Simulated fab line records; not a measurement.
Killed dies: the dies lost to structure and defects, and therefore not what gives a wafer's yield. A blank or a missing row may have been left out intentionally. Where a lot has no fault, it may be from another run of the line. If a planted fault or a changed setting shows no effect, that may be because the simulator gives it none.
Struck lot and sound lot, side by side :: flow rit_cmos :: 44 out of 202 route steps
Sound: wafers L196.1, L196.5, L196.6. Struck: wafers L204.1, L204.3, L204.5. The cause is given at the end.
For every step that has rows: the tool of each side, followed by ch and its chambers, followed by its first start. Under that, the readings that differ: sound wafers :: struck wafers :: difference of the means :: sigmas: that difference in standard deviations of wafers without a fault.
alike: a reading whose means differ by less than 2 such deviations, as well as words and numbers matching on both sides. not compared: withheld readings; readings where some wafer has no value; bounds like >300 that might hide an equal value; numbers whose values overlap and for which the record gives no deviation.
Wherever a step has rows on one side only, a row that says differs or no value, or a row with sigmas, the two part there. When numbers do not overlap yet have no deviation, they are printed without sigmas and do not part them. Lack of a reading on every wafer of one side parts them only where that side has two or more wafers.

first, 3 steps without rows for these wafers: RIT_REOX_CLEAN_01 (cleans in dHF, time 30 s); RIT_REOX_CLEAN_02 (cleans in SC2, time 600 s); RIT_REOX_OXIDATION_03 (target thk 25.2 nm, ox time 5580 s).
RIT_REOX_THK_MEAS_04:
  struck on film_metro-04, day 6 00:37; sound on film_metro-02, day 4 09:16
  alike: REOX_OXIDE_THK
then, 6 steps without rows for these wafers: RIT_NLDD_HMDS_00 (prime time 60 s); RIT_NLDD_COAT_01 (resist thk 1000 nm); RIT_NLDD_SOFTBAKE_02 (time 60 s); RIT_NLDD_EXPOSE_03 (exposes mask M7, target cd 40700 nm); RIT_NLDD_PEB_04; RIT_NLDD_DEVELOP_05 (develop time 50 s).
RIT_NLDD_OVL_MEAS_06:
  struck on overlay-02, day 6 01:38; sound on overlay-01, day 4 10:10
  alike: NLDD_OVL
then, 1 step without rows for these wafers: RIT_NLDD_HARDBAKE_07 (time 60 s).
RIT_NLDD_IMPLANT_08:
  sound on implanter-03 ch 0, day 4 10:21; struck on implanter-04 ch 0, day 6 01:50
reading: dose_ions_cm2
sound: 4.998e+14 5e+14 4.995e+14
struck: 1e+14 9.91e+13 9.94e+13
difference: -4e+14
sigmas: -99 or more

reading: end_station_pressure_torr (Torr)
sound: 5.7e-06 5.8e-06 6.2e-06
struck: 5.1e-06 5.3e-06 5.2e-06
difference: -7.0e-07
sigmas: -2

reading: faraday_current_uA
sound: 1590 1586 1640
struck: 314 320 305
difference: -1292
sigmas: -39
  alike: beam_on_s
RIT_NLDD_STRIP_09: strips in O2, time 180 s.
  sound on plasma_asher-01 ch 0,1, day 4 10:30; struck on plasma_asher-04 ch 0, day 6 01:59
  alike: drypump_motor_current_A, rf_refl_power_W
  not compared: rf_hours_counter_h
RIT_NLDD_TW_MEAS_10:
  struck on film_metro-02, day 6 02:10; sound on film_metro-01, day 4 10:41
reading: NLDD_TW
sound: 2466 2446 2457
struck: 1549 1538 1548
difference: -911
sigmas: -65
then, 6 steps without rows for these wafers: RIT_PLDD_HMDS_00 (prime time 60 s); RIT_PLDD_COAT_01 (resist thk 1000 nm); RIT_PLDD_SOFTBAKE_02 (time 60 s); RIT_PLDD_EXPOSE_03 (exposes mask M8, target cd 40900 nm); RIT_PLDD_PEB_04; RIT_PLDD_DEVELOP_05 (develop time 50 s).
RIT_PLDD_OVL_MEAS_06:
  struck on overlay-01, day 6 03:11; sound on overlay-02, day 4 11:47
  alike: PLDD_OVL
then, 2 steps without rows for these wafers: RIT_PLDD_HARDBAKE_07 (time 60 s); RIT_PLDD_IMPLANT_08.
RIT_PLDD_STRIP_09: strips in O2, time 180 s.
  sound on plasma_asher-02 ch 0,1, day 4 12:12; struck on plasma_asher-04 ch 0,1, day 6 03:32
  alike: drypump_motor_current_A, rf_refl_power_W
  not compared: rf_hours_counter_h
RIT_PLDD_TW_MEAS_10:
  struck on film_metro-01, day 6 03:42; sound on film_metro-03, day 4 12:23
  alike: PLDD_TW
then, 4 steps without rows for these wafers: RIT_SPACER_CLEAN_00 (cleans in SC1, time 600 s); RIT_SPACER_CLEAN_01 (cleans in dHF, time 30 s); RIT_SPACER_CLEAN_02 (cleans in SC2, time 600 s); RIT_SPACER_CVD_03 (deposits Si3N4 from SiH2Cl2/NH3, target thk 250 nm, time 3300 s).
RIT_SPACER_THK_MEAS_04:
  struck on film_metro-01, day 6 06:04; sound on film_metro-03, day 4 14:43
  alike: SPACER_NITRIDE_THK
RIT_SPACER_ETCHBACK_05: etches Si3N4 in SF6/CHF3, stops on SiO2, target depth 250 nm, time 240 s.
  sound on rie_diel-04 ch 0,1,3, day 4 14:47; struck on rie_diel-02 ch 0,1,2, day 6 06:07
  alike: drypump_motor_current_A, oes_product_au, throttle_valve_pct
  not compared: rf_hours_counter_h
then, 6 steps without rows for these wafers: RIT_NSD_HMDS_00 (prime time 60 s); RIT_NSD_COAT_01 (resist thk 1000 nm); RIT_NSD_SOFTBAKE_02 (time 60 s); RIT_NSD_EXPOSE_03 (exposes mask M9, target cd 40700 nm); RIT_NSD_PEB_04; RIT_NSD_DEVELOP_05 (develop time 50 s).
RIT_NSD_OVL_MEAS_06:
  struck on overlay-01, day 6 07:15; sound on overlay-01, day 4 15:47
  alike: NSD_OVL
then, 2 steps without rows for these wafers: RIT_NSD_HARDBAKE_07 (time 60 s); RIT_NSD_IMPLANT_08.
RIT_NSD_STRIP_09: strips in O2, time 180 s.
  sound on plasma_asher-02 ch 0,1, day 4 16:07; struck on plasma_asher-01 ch 0,1, day 6 07:35
  alike: drypump_motor_current_A, rf_refl_power_W
  not compared: rf_hours_counter_h
RIT_SDANNEAL_RS_MEAS_07: uses a four-point probe to measure.
  struck on film_metro-03, day 6 10:01; sound on film_metro-01, day 4 18:41
reading: NLDD_RS (ohm/sq)
sound: 152.4 152.2 152.0
struck: 503.8 500.7 496.4
difference: +348.1
sigmas: +99 or more
RIT_M1_PROBE_99:
  struck on prober-02, day 6 19:40; sound on prober-02, day 5 01:46
reading: killed_at_M0_to_M3
sound: 0 0 0
struck: 0 1 0
difference: +0
sigmas: +2
  alike: killed_at_front_end, killed_dies, killed_open, killed_short

## WHERE THEY PART
Last at RIT_M1_PROBE_99 as far as this record goes, first at RIT_NLDD_IMPLANT_08.

WHY: what the simulator had put in
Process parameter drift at RIT_NLDD_IMPLANT_08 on implanter-04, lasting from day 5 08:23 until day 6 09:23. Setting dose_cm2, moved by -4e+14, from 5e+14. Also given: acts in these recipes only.
